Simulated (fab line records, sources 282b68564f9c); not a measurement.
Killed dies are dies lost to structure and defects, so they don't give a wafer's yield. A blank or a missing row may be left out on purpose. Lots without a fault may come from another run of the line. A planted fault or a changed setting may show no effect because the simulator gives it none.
fab line records | flow rit_cmos
record lots=5 wafers=15 last_day=7
route steps=202 shown GATE@81
lots that met no fault: from a run of the same line without faults
start_h: hours from the record's first day to the start of the lot's first wafer shown | wait_h: hours since the lot's step before | " the same as in the row above | L1.1+2: a row that stands for several wafers | - no value, or no start given | * or withheld: withheld | < > ~ a bound
route shown NAME@n: a module of which the file shows steps, and the number in the route of the first | usual: mean/standard deviation of fault-free wafers | same: alike in all rows | chamber/n: place in a boat | sites: the reading at each site | _std_site: their standard deviation | _edge_site: outer sites' mean less inner sites' | radius_mm: how far each site lies from the wafer's centre | mask NAME#n: copy n | behind: the tool/chamber that last shaped the wafer | hold: why the lot was held/for how many hours/how that ended | device: the transistor (n, p or np) that didn't switch | end of line: the same wafers' tests at the end of the route | a step without rows: its recipe alone | killed: dies lost to structure and defects at the first sort, not the wafer's yield | map: a wafer's dies, x killed, . not, _ none there
set.NAME: the setting as run; set.NAME@STEP: as run at that earlier step | model.NAME: the simulator's own value behind a step, which no gauge read
lots at some steps of the route; a table a step, a row a wafer
services: from which hour (start_h, from the record's first day; less than 0 if before it) a tool's chamber was out of use, for how many hours, and why
## steps
# step RIT_GATE_OXIDATION_05
# recipe temp_c=900 ambient=O2 target_thk_a=30 ox_time_s=270
# columns lot.wafer tool chamber start_h wait_h
L079.1+2+6 furnace-04 0 57.07 0.1
L080.1+4+6 furnace-01 0 62.44 0.1
L084.2+3+6 furnace-01 0 82.82 0.0
L090.1+2+3 furnace-03 0 112.78 0.7
L093.1+2+4 furnace-03 0 129.66 0.1
# step RIT_GATE_ANNEAL_06
# recipe temp_c=900 time_s=600 ambient=N2O
# columns lot.wafer tool chamber start_h wait_h
L079.1+2+6 furnace-03 0 58.15 0.0
L080.1+4+6 furnace-01 0 63.51 0.0
L084.2+3+6 furnace-01 0 83.89 0.0
L090.1+2+3 furnace-03 0 113.86 0.0
L093.1+2+4 furnace-01 0 130.74 0.0
# step RIT_GATE_THK_MEAS_07
# recipe reads=SiO2_of_GATE_OXIDATION_05
# usual GATE_OXIDE_THK=3.02/0.065
# columns lot.wafer tool chamber start_h wait_h GATE_OXIDE_THK[nm]
L079.1 film_metro-03 - 58.40 0.0 2.96
L079.2 " - " " 2.99
L079.6 " - " " 2.96
L080.1 film_metro-04 - 63.76 0.0 2.94
L080.4 " - " " 2.91
L080.6 " - " " 2.97
L084.2 film_metro-01 - 84.15 0.0 3.04
L084.3 " - " " 2.94
L084.6 " - " " 2.97
L090.1 film_metro-01 - 114.11 0.0 3.08
L090.2 " - " " 3.01
L090.3 " - " " 3.11
L093.1 film_metro-03 - 130.99 0.0 2.91
L093.2 " - " " 2.95
L093.4 " - " " 2.95
# step RIT_GATE_CVD_08
# recipe material=poly-Si target_thk_nm=250 temp_c=610 precursor=SiH4 time_s=2220 pressure_mtorr=300 sih4_flow_sccm=100
# columns lot.wafer tool chamber start_h wait_h
L079.1+2+6 lpcvd-01 1 59.48 1.1
L080.1+4+6 lpcvd-01 1 63.82 0.1
L084.2+3+6 lpcvd-01 0 84.20 0.0
L090.1+2+3 lpcvd-02 1 114.17 0.1
L093.1+2+4 lpcvd-01 1 131.79 0.8
# step RIT_GATE_THK_MEAS_09
# recipe reads=poly-Si_of_GATE_CVD_08
# usual GATE_POLY_THK=249.5/2.4
# columns lot.wafer tool chamber start_h wait_h GATE_POLY_THK[nm]
L079.1 film_metro-04 - 61.10 0.0 248.2
L079.2 " - " " 251.0
L079.6 " - " " 248.5
L080.1 film_metro-04 - 65.44 0.0 248.6
L080.4 " - " " 248.4
L080.6 " - " " 249.3
L084.2 film_metro-03 - 85.83 0.0 249.4
L084.3 " - " " 246.7
L084.6 " - " " 247.6
L090.1 film_metro-04 - 115.78 0.0 249.9
L090.2 " - " " 250.8
L090.3 " - " " 250.8
L093.1 film_metro-04 - 133.40 0.0 246.5
L093.2 " - " " 246.5
L093.4 " - " " 249.1
# step RIT_GATE_HMDS_10
# recipe prime_time_s=60 prime_temp_c=140
# usual exhaust_pa=45.0/0.82
# columns lot.wafer tool chamber start_h wait_h exhaust_pa
L079.1 litho_track-02 0 61.16 0.1 44.2
L079.2 " 0 " " 45.5
L079.6 " 0 " " 46.2
L080.1 litho_track-01 0 65.50 0.1 44.4
L080.4 " 0 " " 44.5
L080.6 " 0 " " 45.1
L084.2 litho_track-01 0 85.90 0.1 45.3
L084.3 " 0 " " 45.6
L084.6 " 0 " " 45.6
L090.1 litho_track-04 0 115.89 0.1 44.1
L090.2 " 0 " " 44.2
L090.3 " 0 " " 44.1
L093.1 litho_track-01 0 133.46 0.1 45.3
L093.2 " 0 " " 44.9
L093.4 " 0 " " 45.4
# step RIT_GATE_COAT_11
# recipe resist=NOVOLAK spin_rpm=4250 resist_thk_nm=855.5
# usual exhaust_pa=45.0/0.97
# columns lot.wafer tool chamber start_h wait_h exhaust_pa
L079.1 litho_track-02 0 61.31 0.1 45.1
L079.2 " 0 " " 44.8
L079.6 " 0 " " 45.5
L080.1 litho_track-01 0 65.65 0.1 43.6
L080.4 " 0 " " 45.0
L080.6 " 0 " " 43.8
L084.2 litho_track-01 0 86.05 0.1 44.1
L084.3 " 0 " " 46.5
L084.6 " 0 " " 46.1
L090.1 litho_track-04 0 116.04 0.1 44.2
L090.2 " 0 " " 44.8
L090.3 " 0 " " 44.8
L093.1 litho_track-01 0 133.61 0.1 44.4
L093.2 " 0 " " 44.4
L093.4 " 0 " " 44.7
# step RIT_GATE_SOFTBAKE_12
# recipe resist=NOVOLAK temp_c=90 time_s=60
# usual exhaust_pa=45.1/0.96
# columns lot.wafer tool chamber start_h wait_h exhaust_pa
L079.1 litho_track-02 0 61.46 0.1 46.0
L079.2 " 0 " " 45.6
L079.6 " 0 " " 46.0
L080.1 litho_track-01 0 65.80 0.1 46.4
L080.4 " 0 " " 45.5
L080.6 " 0 " " 45.1
L084.2 litho_track-01 0 86.20 0.1 45.1
L084.3 " 0 " " 45.0
L084.6 " 0 " " 45.4
L090.1 litho_track-04 0 116.19 0.1 46.4
L090.2 " 0 " " 46.7
L090.3 " 0 " " 44.8
L093.1 litho_track-01 0 133.76 0.1 45.0
L093.2 " 0 " " 44.7
L093.4 " 0 " " 44.5
## services
# columns tool chamber start_h hours kind
lpcvd-02 - 47.31 14.6 pm
furnace-01 - 79.86 2.9 pm
furnace-04 - 90.36 3.3 pm
furnace-04 - 96.85 3.9 pm
furnace-03 - 104.38 3.2 pm
furnace-04 - 105.09 10.7 pm
furnace-03 - 120.12 9.4 repair
## key
fault none
